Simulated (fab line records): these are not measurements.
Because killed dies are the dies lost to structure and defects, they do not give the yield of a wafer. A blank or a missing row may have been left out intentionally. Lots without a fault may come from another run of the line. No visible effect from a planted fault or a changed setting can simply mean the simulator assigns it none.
Split-lot trial	flow berkeley-cmos170	23 wafers read across 5 lots, on a route 331 steps long

== THE SPLIT ITSELF ==
At UCB170_M1_COAT_04 (resist thk 900 nm), the setting resist-thk-nm was moved away from the recipe's 900 nm on 7 of the 23 wafers read, by -1.6% to +2.9%. All remaining wafers had this setting at the recipe value.

The reading comes from the split's own step.

== THE READING ==
KrF_of_M1_COAT_04.thk-nm (the simulator's own value, which no gauge read), in nm, at UCB170_M1_COAT_04 (resist thk 900 nm). The file does not state a usual value for it. Average 898.1 nm, standard deviation 2.5 nm, over the 16 wafers here run with the recipe.

wafer	tool, chamber at the split	resist-thk-nm as run, nm	against the recipe	KrF_of_M1_COAT_04.thk-nm, nm	against lot-mates on the recipe
L076.1	litho-track-02, 0	926.5	+2.9%	925.7	+26.6
L076.3	litho-track-02, 0	926.5	+2.9%	921.6	+22.5
L076.4	litho-track-02, 0	900	recipe	900.2	-
L076.5	litho-track-02, 0	900	recipe	899.8	-
L076.6	litho-track-02, 0	900	recipe	897.3	-
L075.2	litho-track-04, 0	900	recipe	898	-
L075.3	litho-track-04, 0	900	recipe	897.4	-
L075.4	litho-track-04, 0	900	recipe	895.4	-
L075.5	litho-track-04, 0	900	recipe	893.7	-
L075.6	litho-track-04, 0	900	recipe	896.8	-
L077.1	litho-track-02, 0	886	-1.6%	886.6	-11.7
L077.2	litho-track-02, 0	900	recipe	897.5	-
L077.3	litho-track-02, 0	886	-1.6%	884.5	-13.8
L077.6	litho-track-02, 0	886	-1.6%	884.5	-13.8
L077.4	litho-track-02, 0	900	recipe	899.1	-
L078.1	litho-track-03, 0	900	recipe	897.3	-
L078.2	litho-track-03, 0	914	+1.6%	912.3	+16.0
L078.4	litho-track-03, 0	900	recipe	894.7	-
L078.5	litho-track-03, 0	914	+1.6%	911.4	+15.1
L078.6	litho-track-03, 0	900	recipe	896.9	-
L085.3	litho-track-04, 0	900	recipe	901.7	-
L085.4	litho-track-04, 0	900	recipe	902.6	-
L085.5	litho-track-04, 0	900	recipe	902	-

FIT RESULTS
A straight line over all 23 wafers: KrF_of_M1_COAT_04.thk-nm changes by +8.59 nm for each +1% of resist-thk-nm; r = +0.97; the points scatter about the line by 2.3 nm.
The same after taking each lot's own level away (the mean of its wafers on the recipe; 23 wafers): +8.61 nm for each +1%; r = +0.99; scatter 1.5 nm.
Per that fit: largest resist-thk-nm move, reading shift of 25 nm.
The span of the lots' own levels, 896.26 to 902.10 nm, comes to 2.3 times the standard deviation stated above.
So the lot-to-lot level changes the slope little: the two slopes agree.
Check: for one of the wafers moved furthest among these (+2.9%), held out of the fit, the line's prediction against its lot-mates is +25 nm. Against them it came out at +26.6 nm.

== THESE WAFERS: OTHER SPLITS ==
Note: prior to the reading, these wafers also went through further splits. Each is held against what the fit with the lots' levels taken away leaves over:
other split on the same wafers	wafers away from the commonest value	r with KrF_of_M1_COAT_04.thk-nm (lot level and that fit taken away)
UCB170_GATE_PEB_10 peb-temp-c	10	+0.43
UCB170_PLDD_IMPLANT_09 dose-cm2	7	-0.22
UCB170_NLDD_IMPLANT_08 energy-kev	7	-0.01
UCB170_PSD_IMPLANT_08 energy-kev	7	+0.23
UCB170_SDANNEAL_RTA_01 time-s	5	+0.24
UCB170_CONTACT_COAT_04 resist-thk-nm	7	-0.06
UCB170_CONTACT_PEB_13 peb-temp-c	9	+0.23
UCB170_CONTACT_ETCH_18 time-s	3	-0.15

== FILE'S OWN FIT ==
KrF_of_M1_COAT_04.thk-nm changes by +8.66 nm for each +1% of resist-thk-nm, r = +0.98.
